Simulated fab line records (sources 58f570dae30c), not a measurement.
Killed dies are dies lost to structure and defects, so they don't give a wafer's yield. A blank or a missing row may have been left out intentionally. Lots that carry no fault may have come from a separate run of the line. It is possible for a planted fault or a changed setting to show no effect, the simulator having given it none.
Which tool is to blame? -- flow berkeley cmos170 -- 42 wafers from 14 lots sampled at 3 of the route's 331 steps

## WHAT THE GAUGES SHOWED, per wafer
UCB170_M1_RS_MEAS_01: uses a four-point probe to measure.
lot,measured,on,M1_AL_RS (ohm/sq)
L502,day 8 14:34,film metro-03,0.0485 0.0479 0.0482
L501,day 8 14:57,film metro-03,0.0488 0.0493 0.0489
L505,day 9 09:00,film metro-02,0.0487 0.0482 0.0483
L503,day 9 09:33,film metro-03,0.0476 0.0480 0.0478
L506,day 9 09:33,film metro-02,0.0480 0.0486 0.0480
L504,day 9 10:01,film metro-01,0.0486 0.0477 0.0478
L509,day 10 02:55,film metro-02,0.0478 0.0483 0.0481
L510,day 10 02:58,film metro-03,0.0483 0.0484 0.0487
L512,day 10 05:44,film metro-03,0.0481 0.0484 0.0485
L513,day 10 15:08,film metro-02,0.0478 0.0477 0.0476
L522,day 12 12:02,film metro-01,0.0475 0.0474 0.0471
L521,day 12 12:38,film metro-01,0.0477 0.0475 0.0474
L524,day 12 19:22,film metro-01,0.0482 0.0483 0.0476
L523,day 12 19:42,film metro-03,0.0474 0.0478 0.0477

UCB170_M2_OVL_MEAS_16.
lot,measured,on,M2_OVL (nm)
L502,day 9 02:13,overlay-02,-3 -3 -4
L501,day 9 07:34,overlay-01,3 -1 -7
L505,day 9 21:34,overlay-02,-12 0 5
L503,day 9 22:20,overlay-01,4 -4 -1
L506,day 9 23:10,overlay-01,2 8 -3
L504,day 10 00:17,overlay-01,2 0 4
L509,day 10 17:19,overlay-02,8 7 4
L510,day 10 18:12,overlay-01,3 0 3
L512,day 10 18:04,overlay-02,5 5 4
L513,day 11 01:12,overlay-01,-4 -3 -10
L522,day 12 19:49,overlay-01,-5 -9 -1
L521,day 12 21:23,overlay-02,-2 0 -1
L524,day 13 02:52,overlay-01,2 3 3
L523,day 13 04:23,overlay-01,-7 -3 -3

## TOOL THAT RAN EACH LOT (tool first, then ch and the chambers of the sampled wafers, then the start)
lot,UCB170_M1_SPUTTER_00
L502,"pvd sputter-03, day 8 14:27"
L501,"pvd sputter-01, day 8 14:52"
L505,"pvd sputter-01, day 9 08:54"
L503,"pvd sputter-03, day 9 09:29"
L506,"pvd sputter-02, day 9 09:29"
L504,"pvd sputter-01, day 9 09:57"
L509,"pvd sputter-03, day 10 02:50"
L510,"pvd sputter-01, day 10 02:50"
L512,"pvd sputter-03, day 10 05:38"
L513,"pvd sputter-03, day 10 15:04"
L522,"pvd sputter-01, day 12 11:57"
L521,"pvd sputter-03, day 12 12:34"
L524,"pvd sputter-03, day 12 19:18"
L523,"pvd sputter-01, day 12 19:34"
- UCB170_M1_SPUTTER_00: material Al, target thk 600 nm, time 80 s.

## WHAT THE TOOLS THEMSELVES READ (means of the sampled wafers that have a number; where no wafer has one, the mark that the record gives instead)
UCB170_M1_SPUTTER_00.
lot,tool,throttle valve pct (%)
L502,pvd sputter-03,31.5
L501,pvd sputter-01,29.9
L505,pvd sputter-01,30.3
L503,pvd sputter-03,30.5
L506,pvd sputter-02,30.4
L504,pvd sputter-01,29.3
L509,pvd sputter-03,31.4
L510,pvd sputter-01,29.1
L512,pvd sputter-03,30.9
L513,pvd sputter-03,30.7
L522,pvd sputter-01,30.0
L521,pvd sputter-03,30.7
L524,pvd sputter-03,31.1
L523,pvd sputter-01,29.1

## THE ANSWER, worked out from the rows above alone
Rule: the usual values come from the lots themselves. The widest of any qualifying gaps counts: lots, ordered by their means at a reading, are off when they make up no more than a third of the lots, leave a main group of 4 or more, and stand apart from it by 3 or more times the standard deviation of that group's means. Not used: any main group whose means are identical at the precision the tables above print for the reading. Also off: a lot with no number at a reading for which 4 or more lots have one. The other lots that the step has rows for count as sound. The gauges are gone through in route order, then the tools' own readings, and for those a lot's mean is taken as printed above. The first step at which some lot is off is used, and at that step the reading that is off furthest; a lot without a number counts as furthest.
No lot is off on any of the readings shown, so nothing can be concluded from this.

## WHAT THE SIMULATOR PUT IN
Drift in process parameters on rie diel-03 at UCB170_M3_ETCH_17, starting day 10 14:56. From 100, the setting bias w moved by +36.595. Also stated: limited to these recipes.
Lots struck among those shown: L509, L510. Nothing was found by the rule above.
